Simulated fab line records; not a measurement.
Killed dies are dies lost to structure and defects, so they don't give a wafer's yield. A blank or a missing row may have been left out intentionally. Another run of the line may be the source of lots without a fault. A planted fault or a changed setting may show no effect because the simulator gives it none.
Which of the tools did it? / flow rit cmos / 42 wafers from 14 lots sampled at 2 of the route's 202 steps

## WHAT EACH GAUGE READ, for each wafer
The record lacks any reading of a measuring or inspecting step that a usual standard deviation could be used to judge.

## WHICH TOOL RAN EACH LOT (tool, then ch and the chambers of the sampled wafers, then the start)
lot=L593; RIT_NSD_DEVELOP_05=litho track-03 ch 0, day 3 05:00; RIT_M1_PROBE_99=prober-01, day 3 15:22
lot=L594; RIT_NSD_DEVELOP_05=litho track-03 ch 0, day 3 11:00; RIT_M1_PROBE_99=prober-02, day 3 22:06
lot=L595; RIT_NSD_DEVELOP_05=litho track-03 ch 0, day 3 14:00; RIT_M1_PROBE_99=prober-01, day 4 03:09
lot=L596; RIT_NSD_DEVELOP_05=litho track-03 ch 0, day 3 20:00; RIT_M1_PROBE_99=prober-02, day 4 06:58
lot=L597; RIT_NSD_DEVELOP_05=litho track-02 ch 0, day 4 00:00; RIT_M1_PROBE_99=prober-01, day 4 10:49
lot=L599; RIT_NSD_DEVELOP_05=litho track-02 ch 0, day 4 11:00; RIT_M1_PROBE_99=prober-01, day 4 21:29
lot=L601; RIT_NSD_DEVELOP_05=litho track-02 ch 0, day 4 21:00; RIT_M1_PROBE_99=prober-01, day 5 07:14
lot=L602; RIT_NSD_DEVELOP_05=litho track-03 ch 0, day 5 00:00; RIT_M1_PROBE_99=prober-02, day 5 11:05
lot=L606; RIT_NSD_DEVELOP_05=litho track-03 ch 0, day 5 20:00; RIT_M1_PROBE_99=prober-01, day 6 07:00
lot=L607; RIT_NSD_DEVELOP_05=litho track-02 ch 0, day 6 01:00; RIT_M1_PROBE_99=prober-02, day 6 11:31
lot=L608; RIT_NSD_DEVELOP_05=litho track-03 ch 0, day 6 06:00; RIT_M1_PROBE_99=prober-01, day 6 16:31
lot=L612; RIT_NSD_DEVELOP_05=litho track-02 ch 0, day 7 02:00; RIT_M1_PROBE_99=prober-01, day 7 12:28
lot=L614; RIT_NSD_DEVELOP_05=litho track-02 ch 0, day 7 12:00; RIT_M1_PROBE_99=prober-01, day 7 22:32
lot=L615; RIT_NSD_DEVELOP_05=litho track-02 ch 0, day 7 20:00; RIT_M1_PROBE_99=prober-02, day 8 06:20
- RIT_NSD_DEVELOP_05: develop time 50 s.
- RIT_M1_PROBE_99

## WHAT THE TOOLS THEMSELVES READ (means of the sampled wafers that have a number; where no wafer has one, the mark that the record gives instead)
RIT_NSD_DEVELOP_05.
lot=L593; tool=litho track-03; chill plate temp C (C)=22.88; developer temp C (C)=22.96; resist line temp C (C)=23.00
lot=L594; tool=litho track-03; chill plate temp C (C)=23.03; developer temp C (C)=23.06; resist line temp C (C)=23.04
lot=L595; tool=litho track-03; chill plate temp C (C)=22.98; developer temp C (C)=22.97; resist line temp C (C)=23.17
lot=L596; tool=litho track-03; chill plate temp C (C)=22.98; developer temp C (C)=22.97; resist line temp C (C)=22.96
lot=L597; tool=litho track-02; chill plate temp C (C)=22.99; developer temp C (C)=23.06; resist line temp C (C)=22.98
lot=L599; tool=litho track-02; chill plate temp C (C)=22.94; developer temp C (C)=23.09; resist line temp C (C)=23.05
lot=L601; tool=litho track-02; chill plate temp C (C)=23.02; developer temp C (C)=22.85; resist line temp C (C)=23.03
lot=L602; tool=litho track-03; chill plate temp C (C)=23.04; developer temp C (C)=22.77; resist line temp C (C)=23.02
lot=L606; tool=litho track-03; chill plate temp C (C)=23.01; developer temp C (C)=20.62; resist line temp C (C)=22.98
lot=L607; tool=litho track-02; chill plate temp C (C)=23.07; developer temp C (C)=23.03; resist line temp C (C)=23.09
lot=L608; tool=litho track-03; chill plate temp C (C)=22.90; developer temp C (C)=20.69; resist line temp C (C)=22.97
lot=L612; tool=litho track-02; chill plate temp C (C)=22.93; developer temp C (C)=23.14; resist line temp C (C)=22.96
lot=L614; tool=litho track-02; chill plate temp C (C)=22.94; developer temp C (C)=23.07; resist line temp C (C)=23.03
lot=L615; tool=litho track-02; chill plate temp C (C)=23.08; developer temp C (C)=22.88; resist line temp C (C)=23.11

RIT_M1_PROBE_99.
lot=L593; tool=prober-01; killed_at_M0_to_M3=0.0; killed at contacts=0.0; killed at front end=5; killed dies=5; killed open=2.7; killed short=2.7
lot=L594; tool=prober-02; killed_at_M0_to_M3=0.0; killed at contacts=0.0; killed at front end=10; killed dies=10; killed open=4.3; killed short=5.3
lot=L595; tool=prober-01; killed_at_M0_to_M3=0.0; killed at contacts=0.0; killed at front end=6; killed dies=6; killed open=4.3; killed short=1.3
lot=L596; tool=prober-02; killed_at_M0_to_M3=0.0; killed at contacts=0.0; killed at front end=9; killed dies=9; killed open=2.7; killed short=6.3
lot=L597; tool=prober-01; killed_at_M0_to_M3=0.0; killed at contacts=0.0; killed at front end=7; killed dies=7; killed open=2.7; killed short=4.0
lot=L599; tool=prober-01; killed_at_M0_to_M3=0.0; killed at contacts=0.0; killed at front end=5; killed dies=5; killed open=3.3; killed short=2.0
lot=L601; tool=prober-01; killed_at_M0_to_M3=0.0; killed at contacts=0.0; killed at front end=9; killed dies=9; killed open=3.3; killed short=5.7
lot=L602; tool=prober-02; killed_at_M0_to_M3=0.0; killed at contacts=0.3; killed at front end=9; killed dies=9; killed open=3.7; killed short=5.3
lot=L606; tool=prober-01; killed_at_M0_to_M3=0.0; killed at contacts=0.0; killed at front end=7; killed dies=7; killed open=4.3; killed short=2.7
lot=L607; tool=prober-02; killed_at_M0_to_M3=0.3; killed at contacts=0.0; killed at front end=6; killed dies=6; killed open=3.3; killed short=3.0
lot=L608; tool=prober-01; killed_at_M0_to_M3=0.0; killed at contacts=0.3; killed at front end=13; killed dies=13; killed open=6.3; killed short=7.0
lot=L612; tool=prober-01; killed_at_M0_to_M3=0.0; killed at contacts=0.0; killed at front end=8; killed dies=8; killed open=4.7; killed short=3.7
lot=L614; tool=prober-01; killed_at_M0_to_M3=0.0; killed at contacts=0.3; killed at front end=7; killed dies=7; killed open=3.0; killed short=4.0
lot=L615; tool=prober-02; killed_at_M0_to_M3=0.0; killed at contacts=0.0; killed at front end=7; killed dies=7; killed open=3.3; killed short=3.3

## THE ANSWER, worked out from the rows above alone
Rule: what is usual is taken from the lots themselves. Put in order of their means at a reading, lots are off if they are a third of the lots or fewer, leave a main group of 4 or more, and stand apart from it by a gap of 3 or more times the standard deviation of the main group's means; of several such gaps the widest counts. A main group whose means are all the same, to the digits that the tables above print for the reading, isn't used. A lot without any number at a reading at which 4 lots or more have one is off too. The other lots that the step has rows for count as sound. Order of review: gauges by route order, followed by the tools' own readings, for which a lot's mean as printed above is used. The first step at which some lot is off is used, and at that step the reading that is off furthest; a lot without a number counts as furthest.
Off: L606, L608, at RIT_NSD_DEVELOP_05 (developer temp C). The main group: mean 22.99 C, standard deviation 0.1.
If a tool, at that step or one of the process steps before it, ran each lot that is off and ran no sound lot following the first of them, it fits. One fits: litho track-03 at RIT_NSD_DEVELOP_05. A fault onset in the window from L602 (day 5 00:00, its last sound lot) to L606 (day 5 20:00, its first lot off) fits.
On the lots that are off, the tool's own readings at RIT_NSD_DEVELOP_05 differ by more than 5 times the standard deviation of the sound lots' means, which bears it out; developer temp C reads 20.66 C there versus 22.99 C on the sound lots.

## WHAT THE SIMULATOR HAD INSERTED
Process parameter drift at RIT_NSD_DEVELOP_05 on litho track-03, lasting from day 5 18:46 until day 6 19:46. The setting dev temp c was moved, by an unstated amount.
Lots struck among those shown: L606, L608. Same finding as the rule above.
